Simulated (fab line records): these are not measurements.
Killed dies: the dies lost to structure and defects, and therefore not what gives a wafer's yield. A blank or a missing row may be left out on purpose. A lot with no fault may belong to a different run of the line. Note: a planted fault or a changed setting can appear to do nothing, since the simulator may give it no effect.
Lot-split experiment | flow berkeleyCmos170 | on a route of 331 steps: 5 lots, 23 wafers read

ABOUT THE SPLIT
At UCB170_PWELL_CVD_05 (deposits Si3N4 from SiH2Cl2/NH3, target thk 220 nm, time 3300 s), the setting timeS was moved away from the recipe's 3300 s on 20 of the 23 wafers read, by -6.4% to +10.7%. The other wafers ran this setting at the recipe's value.

Between the split and the reading, the file records no step.

THE READING
PWELL_NITRIDE_THK, in nm, at UCB170_PWELL_THK_MEAS_06. Typical for fault-free wafers on this fab line: 219.2 nm, with standard deviation 2.7 nm.

wafer  | tool, chamber at the split | timeS as run, s | against the recipe | PWELL_NITRIDE_THK, nm | against lot-mates on the recipe
L074.1 | -, -                       | 3652            | +10.7%             | 242.7                 | no lot-mate on the recipe
L074.2 | -, -                       | 3652            | +10.7%             | 242.8                 | no lot-mate on the recipe
L074.4 | -, -                       | 3652            | +10.7%             | 244.7                 | no lot-mate on the recipe
L074.5 | -, -                       | 3652            | +10.7%             | 244.2                 | no lot-mate on the recipe
L074.6 | -, -                       | 3652            | +10.7%             | 243.9                 | no lot-mate on the recipe
L075.4 | lpcvd-01, 1                | 3300            | recipe             | 217.2                 | -
L075.5 | lpcvd-01, 1                | 3300            | recipe             | 218.8                 | -
L075.6 | lpcvd-01, 1                | 3300            | recipe             | 216.6                 | -
L076.1 | -, -                       | 3097            | -6.2%              | 203.5                 | no lot-mate on the recipe
L076.2 | -, -                       | 3097            | -6.2%              | 200.8                 | no lot-mate on the recipe
L076.3 | -, -                       | 3097            | -6.2%              | 203.9                 | no lot-mate on the recipe
L076.4 | -, -                       | 3097            | -6.2%              | 202.1                 | no lot-mate on the recipe
L076.6 | -, -                       | 3097            | -6.2%              | 203.1                 | no lot-mate on the recipe
L077.2 | -, -                       | 3107            | -5.8%              | 206.9                 | no lot-mate on the recipe
L077.3 | -, -                       | 3107            | -5.8%              | 207.6                 | no lot-mate on the recipe
L077.4 | -, -                       | 3107            | -5.8%              | 209.2                 | no lot-mate on the recipe
L077.5 | -, -                       | 3107            | -5.8%              | 209.6                 | no lot-mate on the recipe
L077.6 | -, -                       | 3107            | -5.8%              | 208.5                 | no lot-mate on the recipe
L084.1 | -, -                       | 3089            | -6.4%              | 202.4                 | no lot-mate on the recipe
L084.2 | -, -                       | 3089            | -6.4%              | 201.0                 | no lot-mate on the recipe
L084.3 | -, -                       | 3089            | -6.4%              | 202.1                 | no lot-mate on the recipe
L084.4 | -, -                       | 3089            | -6.4%              | 201.8                 | no lot-mate on the recipe
L084.6 | -, -                       | 3089            | -6.4%              | 200.9                 | no lot-mate on the recipe

FIT RESULTS
A straight line over all 23 wafers: PWELL_NITRIDE_THK changes by +2.35 nm for each +1% of timeS; r = +0.99; the points scatter about the line by 2.3 nm.
Too few moved wafers have a lot-mate on the recipe to fit a line with each lot's own level taken away.

THE WHOLE CHAIN: every reading that the file lists as answering this split, in the file's order
step                     | what it does                                                               | reading                                                                      | change (the file's fit)              | r (the file's)
UCB170_PWELL_CVD_05      | deposits Si3N4 from SiH2Cl2/NH3, target thk 220 nm, time 3300 s            | Si3N4_of_PWELL_CVD_05.thkNm (the simulator's own value, which no gauge read) | +2.36 nm for each +1% of the setting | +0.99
UCB170_PWELL_THK_MEAS_06 |                                                                            | PWELL_NITRIDE_THK                                                            | +2.35 for each +1% of the setting    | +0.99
UCB170_PWELL_ETCH_14     | etches Si3N4 in CH3F/Ar/O2, stops on SiO2, target depth 242 nm, time 151 s | etch.depthNm (the simulator's own value, which no gauge read)                | +2.32 nm for each +1% of the setting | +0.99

FILE'S OWN FIT
PWELL_NITRIDE_THK changes by +2.35 nm for each +1% of timeS, r = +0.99.
